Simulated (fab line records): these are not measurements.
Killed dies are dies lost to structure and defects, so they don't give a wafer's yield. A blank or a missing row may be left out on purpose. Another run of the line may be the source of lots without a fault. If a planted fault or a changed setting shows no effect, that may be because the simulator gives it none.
A sampling plan put to the test / flow rit-cmos / each of the 21 faults these records tell of, on one fab line, judged from the records of the lots it struck
What counts as the plan is the set of the line's own looks, namely the steps on the route at which a gauge or an inspection reads a wafer and does not change it. A look is open to judgement when struck wafers have a number at it and the file gives its usual mean and standard deviation on fault-free wafers. Caught: 4 or more of those standard deviations (sigma) separate the usual mean from the mean of the struck wafers at a look after the fault's first step. On the tool: here the same test is run on the tool's own readings at the fault's steps. Caught also covers a different recipe on the struck wafers, or a record left blank for those wafers only.

## THE FAULTS, as the simulator had put them in
1. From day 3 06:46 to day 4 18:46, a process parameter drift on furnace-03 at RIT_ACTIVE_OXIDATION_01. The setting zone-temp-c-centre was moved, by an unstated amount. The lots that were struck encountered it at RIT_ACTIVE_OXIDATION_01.
2. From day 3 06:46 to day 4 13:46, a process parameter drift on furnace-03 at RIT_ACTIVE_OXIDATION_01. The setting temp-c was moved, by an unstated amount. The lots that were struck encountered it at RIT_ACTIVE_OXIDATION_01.
3. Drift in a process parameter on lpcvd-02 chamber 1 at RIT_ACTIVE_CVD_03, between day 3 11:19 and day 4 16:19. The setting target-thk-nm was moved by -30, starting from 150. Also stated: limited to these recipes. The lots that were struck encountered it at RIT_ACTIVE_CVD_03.
4. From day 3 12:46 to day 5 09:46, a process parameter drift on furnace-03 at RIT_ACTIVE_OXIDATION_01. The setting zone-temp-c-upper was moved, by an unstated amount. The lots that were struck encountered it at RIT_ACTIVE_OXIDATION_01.
5. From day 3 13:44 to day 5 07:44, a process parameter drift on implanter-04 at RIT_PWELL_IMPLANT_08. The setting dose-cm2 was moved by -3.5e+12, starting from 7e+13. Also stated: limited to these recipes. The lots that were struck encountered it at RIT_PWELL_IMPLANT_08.
6. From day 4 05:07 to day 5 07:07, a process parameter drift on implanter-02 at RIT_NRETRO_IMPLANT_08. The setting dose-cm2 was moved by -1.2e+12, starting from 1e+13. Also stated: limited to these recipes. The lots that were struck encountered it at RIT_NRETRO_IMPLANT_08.
7. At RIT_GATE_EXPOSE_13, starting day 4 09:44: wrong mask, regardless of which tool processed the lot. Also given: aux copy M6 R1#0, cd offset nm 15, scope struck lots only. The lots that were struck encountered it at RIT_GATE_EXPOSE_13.
8. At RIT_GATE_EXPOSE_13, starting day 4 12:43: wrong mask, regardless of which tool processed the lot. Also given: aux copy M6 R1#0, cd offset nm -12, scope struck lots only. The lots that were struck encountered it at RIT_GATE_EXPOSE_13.
9. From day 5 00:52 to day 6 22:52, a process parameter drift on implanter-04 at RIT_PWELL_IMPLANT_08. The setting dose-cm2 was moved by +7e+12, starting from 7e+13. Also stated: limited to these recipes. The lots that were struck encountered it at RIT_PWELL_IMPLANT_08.
10. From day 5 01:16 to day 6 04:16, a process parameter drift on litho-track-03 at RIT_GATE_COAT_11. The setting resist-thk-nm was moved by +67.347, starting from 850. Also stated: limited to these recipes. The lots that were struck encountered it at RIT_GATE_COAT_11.
11. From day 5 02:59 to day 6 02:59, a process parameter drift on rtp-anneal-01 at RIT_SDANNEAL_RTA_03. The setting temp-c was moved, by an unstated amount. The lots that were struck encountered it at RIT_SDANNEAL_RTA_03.
12. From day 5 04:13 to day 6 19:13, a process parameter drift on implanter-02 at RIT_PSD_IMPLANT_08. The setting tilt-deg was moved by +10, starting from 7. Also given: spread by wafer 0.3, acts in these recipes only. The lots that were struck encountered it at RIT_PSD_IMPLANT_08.
13. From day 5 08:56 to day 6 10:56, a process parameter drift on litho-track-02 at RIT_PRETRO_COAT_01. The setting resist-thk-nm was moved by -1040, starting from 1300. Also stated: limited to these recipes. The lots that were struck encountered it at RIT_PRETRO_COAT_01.
14. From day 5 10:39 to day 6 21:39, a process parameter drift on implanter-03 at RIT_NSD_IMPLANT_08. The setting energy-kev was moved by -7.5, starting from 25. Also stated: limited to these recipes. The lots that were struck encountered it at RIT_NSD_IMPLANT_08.
15. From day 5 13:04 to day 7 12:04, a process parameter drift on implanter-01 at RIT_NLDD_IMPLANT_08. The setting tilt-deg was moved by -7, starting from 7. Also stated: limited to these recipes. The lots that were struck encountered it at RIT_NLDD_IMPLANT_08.
16. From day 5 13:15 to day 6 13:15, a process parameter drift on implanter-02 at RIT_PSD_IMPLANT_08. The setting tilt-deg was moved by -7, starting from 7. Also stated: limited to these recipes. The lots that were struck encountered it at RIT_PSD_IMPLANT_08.
17. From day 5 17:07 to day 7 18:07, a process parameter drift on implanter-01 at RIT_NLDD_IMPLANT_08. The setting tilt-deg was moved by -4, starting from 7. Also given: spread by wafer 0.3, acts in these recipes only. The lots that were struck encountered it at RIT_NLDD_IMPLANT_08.
18. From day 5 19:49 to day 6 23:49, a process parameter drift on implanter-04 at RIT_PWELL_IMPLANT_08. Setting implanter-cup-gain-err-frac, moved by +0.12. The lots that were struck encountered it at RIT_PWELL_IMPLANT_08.
19. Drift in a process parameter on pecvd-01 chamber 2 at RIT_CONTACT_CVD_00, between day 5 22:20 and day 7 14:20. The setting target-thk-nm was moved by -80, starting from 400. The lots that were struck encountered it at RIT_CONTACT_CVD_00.
20. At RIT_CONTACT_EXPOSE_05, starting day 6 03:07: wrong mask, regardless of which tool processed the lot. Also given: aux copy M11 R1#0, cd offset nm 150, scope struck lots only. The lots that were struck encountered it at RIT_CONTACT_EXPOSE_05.
21. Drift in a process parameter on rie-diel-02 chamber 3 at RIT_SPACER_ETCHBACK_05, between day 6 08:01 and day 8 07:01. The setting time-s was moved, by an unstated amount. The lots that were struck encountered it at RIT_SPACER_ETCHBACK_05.

## WHAT THE PLAN SAW
fault=1; on the tool itself=spike-tc-centre-C -6.8 sigma; first look that catches it=RIT_ACTIVE_THK_MEAS_02; reading, sigma=ACTIVE_OXIDE_THK -5.8; median hours from its first step to that look=1.9; hours from the fault's start to the first struck lot there=0; judged looks passed uncaught=0
fault=2; on the tool itself=tube-center-temp-C +99 or beyond sigma; first look that catches it=RIT_ACTIVE_THK_MEAS_02; reading, sigma=ACTIVE_OXIDE_THK +16; median hours from its first step to that look=1.9; hours from the fault's start to the first struck lot there=0; judged looks passed uncaught=0
fault=3; on the tool itself=no reading that can be judged; first look that catches it=RIT_ACTIVE_THK_MEAS_04; reading, sigma=ACTIVE_NITRIDE_THK -17; median hours from its first step to that look=1.4; hours from the fault's start to the first struck lot there=6; judged looks passed uncaught=0
fault=4; on the tool itself=under 2 sigma; first look that catches it=not the one look that can be judged after it; reading, sigma=strongest: ACTIVE_OXIDE_THK at RIT_ACTIVE_THK_MEAS_02, -3.1; median hours from its first step to that look=-; hours from the fault's start to the first struck lot there=-; judged looks passed uncaught=1
fault=5; on the tool itself=dose-ions-cm2 -52 sigma; first look that catches it=RIT_WELLDRIVE_RS_MEAS_02; reading, sigma=PWELL_RS +13; median hours from its first step to that look=6.8; hours from the fault's start to the first struck lot there=17; judged looks passed uncaught=1
fault=6; on the tool itself=dose-ions-cm2 -99 or beyond sigma; first look that catches it=RIT_NRETRO_TW_MEAS_10; reading, sigma=NRETRO_TW -5.9; median hours from its first step to that look=0.3; hours from the fault's start to the first struck lot there=4; judged looks passed uncaught=0
fault=7; on the tool itself=under 2 sigma; first look that catches it=RIT_GATE_CD_MEAS_16; reading, sigma=cd-nm +5.5; median hours from its first step to that look=0.6; hours from the fault's start to the first struck lot there=1; judged looks passed uncaught=0
fault=8; on the tool itself=no reading that can be judged; first look that catches it=RIT_GATE_CD_MEAS_16; reading, sigma=cd-nm -4.5; median hours from its first step to that look=0.4; hours from the fault's start to the first struck lot there=3; judged looks passed uncaught=0
fault=9; on the tool itself=dose-ions-cm2 +99 or beyond sigma; first look that catches it=RIT_PWELL_TW_MEAS_10; reading, sigma=PWELL_TW +4.1; median hours from its first step to that look=0.3; hours from the fault's start to the first struck lot there=3; judged looks passed uncaught=0
fault=10; on the tool itself=under 2 sigma; first look that catches it=RIT_GATE_CD_MEAS_16; reading, sigma=cd-nm +5.6; median hours from its first step to that look=0.8; hours from the fault's start to the first struck lot there=8; judged looks passed uncaught=0
fault=11; on the tool itself=wafer_temp_C_max -7.5 sigma; first look that catches it=RIT_SDANNEAL_RS_MEAS_04; reading, sigma=PSD_RS +17; median hours from its first step to that look=0.1; hours from the fault's start to the first struck lot there=3; judged looks passed uncaught=0
fault=12; on the tool itself=under 2 sigma; first look that catches it=no look after it can be judged; reading, sigma=-; median hours from its first step to that look=-; hours from the fault's start to the first struck lot there=-; judged looks passed uncaught=0
fault=13; on the tool itself=under 2 sigma; first look that catches it=not the one look that can be judged after it; reading, sigma=-; median hours from its first step to that look=-; hours from the fault's start to the first struck lot there=-; judged looks passed uncaught=1
fault=14; on the tool itself=beam-energy-keV -99 or beyond sigma; first look that catches it=RIT_NSD_TW_MEAS_10; reading, sigma=NSD_TW -13; median hours from its first step to that look=0.3; hours from the fault's start to the first struck lot there=4; judged looks passed uncaught=0
fault=15; on the tool itself=tilt-deg -99 or beyond sigma; first look that catches it=RIT_NLDD_TW_MEAS_10; reading, sigma=NLDD_TW -14; median hours from its first step to that look=0.3; hours from the fault's start to the first struck lot there=3; judged looks passed uncaught=0
fault=16; on the tool itself=tilt-deg -99 or beyond sigma; first look that catches it=RIT_PSD_TW_MEAS_10; reading, sigma=PSD_TW -5.1; median hours from its first step to that look=0.3; hours from the fault's start to the first struck lot there=5; judged looks passed uncaught=0
fault=17; on the tool itself=no reading that can be judged; first look that catches it=none of the 2 looks that can be judged after it; reading, sigma=strongest: NLDD_TW at RIT_NLDD_TW_MEAS_10, -2.6; median hours from its first step to that look=-; hours from the fault's start to the first struck lot there=-; judged looks passed uncaught=2
fault=18; on the tool itself=faraday-current-uA +6.2 sigma; first look that catches it=RIT_PWELL_TW_MEAS_10; reading, sigma=PWELL_TW -4.4; median hours from its first step to that look=0.3; hours from the fault's start to the first struck lot there=6; judged looks passed uncaught=0
fault=19; on the tool itself=under 2 sigma; first look that catches it=RIT_CONTACT_THK_MEAS_01; reading, sigma=CONTACT_TEOS_THK -15; median hours from its first step to that look=0.1; hours from the fault's start to the first struck lot there=5; judged looks passed uncaught=0
fault=20; on the tool itself=no reading that can be judged; first look that catches it=RIT_CONTACT_CD_MEAS_08; reading, sigma=cd-nm +64; median hours from its first step to that look=0.5; hours from the fault's start to the first struck lot there=1; judged looks passed uncaught=0
fault=21; on the tool itself=run-length-s +97 sigma; first look that catches it=none of the 7 looks that can be judged after it; reading, sigma=-; median hours from its first step to that look=-; hours from the fault's start to the first struck lot there=-; judged looks passed uncaught=7
A dash: this means the fault isn't caught or the number doesn't appear in these records.

Caught at a look: 16 of 21. Caught on the tool: 11 of 21. By one or the other: 17 of 21.
Caught on the tool alone: fault 21.
Caught at a look alone: faults 3, 7, 8, 10, 19, 20.
Caught by neither: faults 4, 12, 13, 17.

## THINNER SAMPLING
In the worst case, this is how late the first struck lot would be measured if the look that catches a fault measured only every second or every third lot, by lot number:
fault=1; struck lots at that look, in order of time=L823, L824, L826; every lot=0 h; every second lot=4 h; every third lot=may miss all 3
fault=2; struck lots at that look, in order of time=L350, L351, L353; every lot=0 h; every second lot=4 h; every third lot=may miss all 3
fault=3; struck lots at that look, in order of time=L341; every lot=6 h; every second lot=may miss it; every third lot=may miss it
fault=5; struck lots at that look, in order of time=L328, L329, L331; every lot=17 h; every second lot=17 h; every third lot=may miss all 3
fault=6; struck lots at that look, in order of time=L651, L653, L654; every lot=4 h; every second lot=17 h; every third lot=may miss all 3
fault=7; struck lots at that look, in order of time=L883; every lot=1 h; every second lot=may miss it; every third lot=may miss it
fault=8; struck lots at that look, in order of time=L693; every lot=3 h; every second lot=may miss it; every third lot=may miss it
fault=9; struck lots at that look, in order of time=L437, L439; every lot=3 h; every second lot=may miss all 2; every third lot=may miss all 2
fault=10; struck lots at that look, in order of time=L903, L905; every lot=8 h; every second lot=may miss all 2; every third lot=may miss all 2
fault=11; struck lots at that look, in order of time=L404, L406, L408; every lot=3 h; every second lot=may miss all 3; every third lot=22 h
fault=14; struck lots at that look, in order of time=L136, L137, L141; every lot=4 h; every second lot=6 h; every third lot=24 h
fault=15; struck lots at that look, in order of time=L164, L165, L166; every lot=3 h; every second lot=6 h; every third lot=13 h
fault=16; struck lots at that look, in order of time=L728, L732; every lot=5 h; every second lot=may miss all 2; every third lot=may miss all 2
fault=18; struck lots at that look, in order of time=L909, L910; every lot=6 h; every second lot=10 h; every third lot=may miss all 2
fault=19; struck lots at that look, in order of time=L817; every lot=5 h; every second lot=may miss it; every third lot=may miss it
fault=20; struck lots at that look, in order of time=L363; every lot=1 h; every second lot=may miss it; every third lot=may miss it
Hours: fault start to first struck lot measured. The limit of 4 sigma was tested on all struck wafers together, so one lot alone may lie under it. Other struck lots may not be in these records.

## THE LONGEST TIMED WAY FROM STEP TO LOOK
Fault 5: median gap of 6.8 hours between RIT_PWELL_IMPLANT_08 and RIT_WELLDRIVE_RS_MEAS_02. The look between them that can be judged stayed within 4 sigma: RIT_PWELL_TW_MEAS_10.
